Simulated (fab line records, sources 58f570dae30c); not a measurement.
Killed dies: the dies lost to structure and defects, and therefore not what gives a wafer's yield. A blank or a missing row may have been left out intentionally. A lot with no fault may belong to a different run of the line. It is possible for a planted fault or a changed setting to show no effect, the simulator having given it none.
Problem report, 8D (eight disciplines) form, completed by code + flow berkeley-cmos170 + the parts of the form that need people (team, actions taken, sign-off) are left out

== 1. WHAT IS WRONG ==
At UCB170_V2_CD_MEAS_12, cd-nm averages 724.2 nm over 6 wafers from 2 lots, while fault-free wafers read 700.2 nm, standard deviation 1.3. Relative to the usual mean, that is a shift of +18 standard deviations.
The step: target cd 700 nm.
The first sign was on wafer L817.2 at day 7 22:40, on cd-sem-01. At this step, 42 wafers from 14 lots have a number in the record. Rule for "out" (also "out of limits"): further than 4 standard deviations from the usual mean. All remaining wafers that have a number are taken as sound.

== 2. WHAT IT IS; WHAT IT IS NOT ==
| question                    | is                     | is not                                                                                                              |
|-----------------------------|------------------------|---------------------------------------------------------------------------------------------------------------------|
| which readings at this step | cd-nm                  | -                                                                                                                   |
| which lots                  | L817, L819             | L814, L815, L816, L820, L826, L830, L831, L832, L833, L834, L835, L837                                              |
| which wafers of those lots  | all that have a number | -                                                                                                                   |
| read on which gauges        | cd-sem-01, cd-sem-02   | -                                                                                                                   |
| when                        | from day 7 22:40       | up to then (9 sound wafers); but 27 sound wafers of L820, L826, L830, L831, L832, L833, L834, L835, L837 came after |

== 3. WHAT RULES OUT EACH SUSPECT ==
Counting: any tool at a process step up to the reading is kept as a suspect provided that every lot that is out went through it and no sound lot did after the first of them.
- the gauge at UCB170_V2_CD_MEAS_12: ruled out. 2 gauges (cd-sem-01, cd-sem-02) read the wafers that are out.
- litho-track-04 at UCB170_V2_PEB_10: ruled out as a lasting fault. After its first lot that is out, L817 (day 7 22:24), sound lots L837 ran on it.
Left after counting: nothing in the record.

== 4. THE CAUSE (what the simulator had put in) ==
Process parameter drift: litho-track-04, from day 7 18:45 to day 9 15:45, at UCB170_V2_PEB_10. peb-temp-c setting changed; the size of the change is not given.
It was ruled out by counting, in error; the rule expects a fault to strike all lots run on its tool from its start on, and this fault did not.

== 5. THE CHAIN OF EFFECTS, in route order ==
Each row: a reading whose mean over the struck wafers that have a number lies more than 3 standard deviations from the usual. Readings are gone through only where the record gives a usual standard deviation; hours: the median, over the lots, of the time from a lot's start at the first step in this table giving one to that lot's start at this step; sigmas: the change measured in usual standard deviations.
| hours | step                 | reading              | usual    | on struck wafers | change | sigmas |
|-------|----------------------|----------------------|----------|------------------|--------|--------|
| 0     | UCB170_V2_PEB_10     | heater-power-total-W | 56.80 W  | 59.50            | +2.70  | +57    |
| 0     | UCB170_V2_PEB_10     | plate-temp-C         | 129.96 C | 134.64           | +4.68  | +36    |
| 0     | UCB170_V2_CD_MEAS_12 | cd-nm                | 700.2 nm | 724.2            | +24.0  | +18    |
Here are the process steps it includes:
- UCB170_V2_PEB_10
At these later measuring or inspecting steps, every struck wafer for which the step has a row has a number for every such reading, and none has moved that far: UCB170_M3_CD_MEAS_15.

== 6. HOW IT WOULD HAVE BEEN CAUGHT EARLIER ==
Counted from the fault's start at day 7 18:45, it took 4 hours until the first out-of-limits reading at a measuring or inspecting step in this record, taken at day 7 22:40.
The tool's own readings at UCB170_V2_PEB_10 were out on every struck wafer that the step has a row for (heater-power-total-W, plate-temp-C): an alarm limit on them would have fired on the first of those.
